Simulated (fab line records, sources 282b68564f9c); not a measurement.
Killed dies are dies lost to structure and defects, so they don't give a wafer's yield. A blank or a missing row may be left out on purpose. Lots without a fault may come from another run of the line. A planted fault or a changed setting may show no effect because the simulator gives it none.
Problem report in the 8D (eight disciplines) form, filled by code | flow rit_cmos | the parts of the form that need people (team, actions taken, sign-off) are left out

1. THE PROBLEM
SILICIDE_TI_RS at RIT_SILICIDE_RS_MEAS_02 reads a mean of 44.9 ohm/sq on 1 wafer of 1 lot; wafers without a fault read 47.8 ohm/sq with a standard deviation of 0.48. That is -6.0 standard deviations from the usual mean.
The step: measures by four-point-probe.
First seen on wafer L879.6, day 5 02:55, on film_metro-03. The record holds 39 wafers of 13 lots with a number at this step. Rule for "out", or "out of limits": more than 4 standard deviations from the usual mean. The other wafers with a number count as sound.

2. WHAT IT IS AND WHAT IT IS NOT
question                    | is               | is not
which readings at this step | SILICIDE_TI_RS   | -
which lots                  | L879             | L871, L872, L873, L874, L875, L877, L878, L880, L888, L890, L893, L894
which wafers of those lots  | L879.6           | L879.4, L879.5
read on which gauges        | film_metro-03    | film_metro-01, film_metro-02
when                        | from day 5 02:55 | up to then (23 sound wafers); but 15 sound wafers of L880, L888, L890, L893, L894 came after

3. SUSPECTS, AND WHAT RULES EACH OUT
Counting: a tool at a process step up to the reading stays a suspect if it ran every lot that is out. Sound lots after the first of them don't rule it out here, since some wafers of a struck lot are sound.
- the gauge at RIT_SILICIDE_RS_MEAS_02: kept. All the wafers that are out were read on film_metro-03, and no step on other tools shows them out.
- plasma_asher-03 at RIT_NSD_STRIP_09 (strips in O2, time 180 s): kept. It ran the lot that is out, L879 (day 5 00:04); its last sound lot up to then is L873 (day 3 14:14).
- pvd_sputter-01 at RIT_SILICIDE_SPUTTER_01 (material Ti, target thk 30 nm, time 240 s): kept. It ran the lot that is out, L879 (day 5 02:42); its last sound lot up to then is L877 (day 4 14:40).
Left after counting: plasma_asher-03 at RIT_NSD_STRIP_09, pvd_sputter-01 at RIT_SILICIDE_SPUTTER_01, film_metro-03 at RIT_SILICIDE_RS_MEAS_02.

4. THE CAUSE (what the simulator had put in)
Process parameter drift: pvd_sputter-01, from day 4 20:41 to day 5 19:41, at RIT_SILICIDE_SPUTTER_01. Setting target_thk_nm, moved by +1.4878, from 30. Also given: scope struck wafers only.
Counting left 3 suspects, and this tool is among them.

5. THE CHAIN OF EFFECTS, in route order
Each row: a reading whose mean over the struck wafers that have a number lies more than 3 standard deviations from the usual. Only readings for which the record gives a usual standard deviation are gone through. hours: the time from each lot's start at the first step in this table that gives one to its start at this step, as a median over the lots. sigmas: the change in usual standard deviations.
hours | step                     | reading         | usual       | on struck wafers | change | sigmas
0     | RIT_SILICIDE_RS_MEAS_02  | SILICIDE_TI_RS  | 47.8 ohm/sq | 44.9             | -2.9   | -6.0
0     | RIT_SILICIDE_THK_MEAS_03 | SILICIDE_TI_THK | 30.27 nm    | 31.96            | +1.69  | +5.8

6. WHAT WOULD HAVE CAUGHT IT SOONER
In this record the first reading out of limits at a measuring or inspecting step was taken at day 5 02:55, 6 hours after the fault began at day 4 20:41.
Of the tool readings at RIT_SILICIDE_SPUTTER_01 for which the record gives a usual standard deviation, none was out on any struck wafer, so an alarm limit of 4 standard deviations on them would not have fired.
All the lots that are out (1) had begun RIT_SILICIDE_SPUTTER_01 on pvd_sputter-01 by day 5 02:55. A hold on the tool at that time would have spared none of them.
